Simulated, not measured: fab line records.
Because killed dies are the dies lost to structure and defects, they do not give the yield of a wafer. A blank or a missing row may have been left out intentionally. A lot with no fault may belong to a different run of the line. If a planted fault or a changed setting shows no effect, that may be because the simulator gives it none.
What tool caused it? | flow ritCmos | 21 wafers sampled from 7 lots at 1 step of a route of 202

## WHAT THE GAUGES SHOWED, per wafer
RIT_ACTIVE_THK_MEAS_04.
lot  | measured    | on           | ACTIVE_NITRIDE_THK (nm)
L165 | day 1 18:32 | filmMetro-01 | 149.6 151.8 150.0
L167 | day 2 04:32 | filmMetro-03 | 151.2 149.9 149.5
L170 | day 2 19:34 | filmMetro-02 | 151.7 152.5 149.8
L172 | day 3 05:32 | filmMetro-01 | 148.2 149.5 149.8
L177 | day 4 07:55 | filmMetro-01 | 151.1 151.8 150.6
L181 | day 5 03:24 | filmMetro-01 | 151.8 151.9 150.5
L185 | day 5 22:32 | filmMetro-03 | 150.2 150.2 150.9

## WHICH TOOL RAN EACH LOT (tool, then ch and the chambers of the sampled wafers, then the start)
Record: no process step prior to these readings.

## THE ANSWER, worked out from the rows above alone
Rule: the usual values come from the lots themselves. The widest of any qualifying gaps counts: lots, ordered by their means at a reading, are off when they make up no more than a third of the lots, leave a main group of 4 or more, and stand apart from it by 3 or more times the standard deviation of that group's means. If all means in a main group match to the digits the tables above print for the reading, that group is not used. A lot without any number at a reading at which 4 lots or more have one is off too. Any other lot the step has rows for is counted as sound.
No lot is off at any reading shown: from this, nothing can be told.

## WHAT THE SIMULATOR PUT IN
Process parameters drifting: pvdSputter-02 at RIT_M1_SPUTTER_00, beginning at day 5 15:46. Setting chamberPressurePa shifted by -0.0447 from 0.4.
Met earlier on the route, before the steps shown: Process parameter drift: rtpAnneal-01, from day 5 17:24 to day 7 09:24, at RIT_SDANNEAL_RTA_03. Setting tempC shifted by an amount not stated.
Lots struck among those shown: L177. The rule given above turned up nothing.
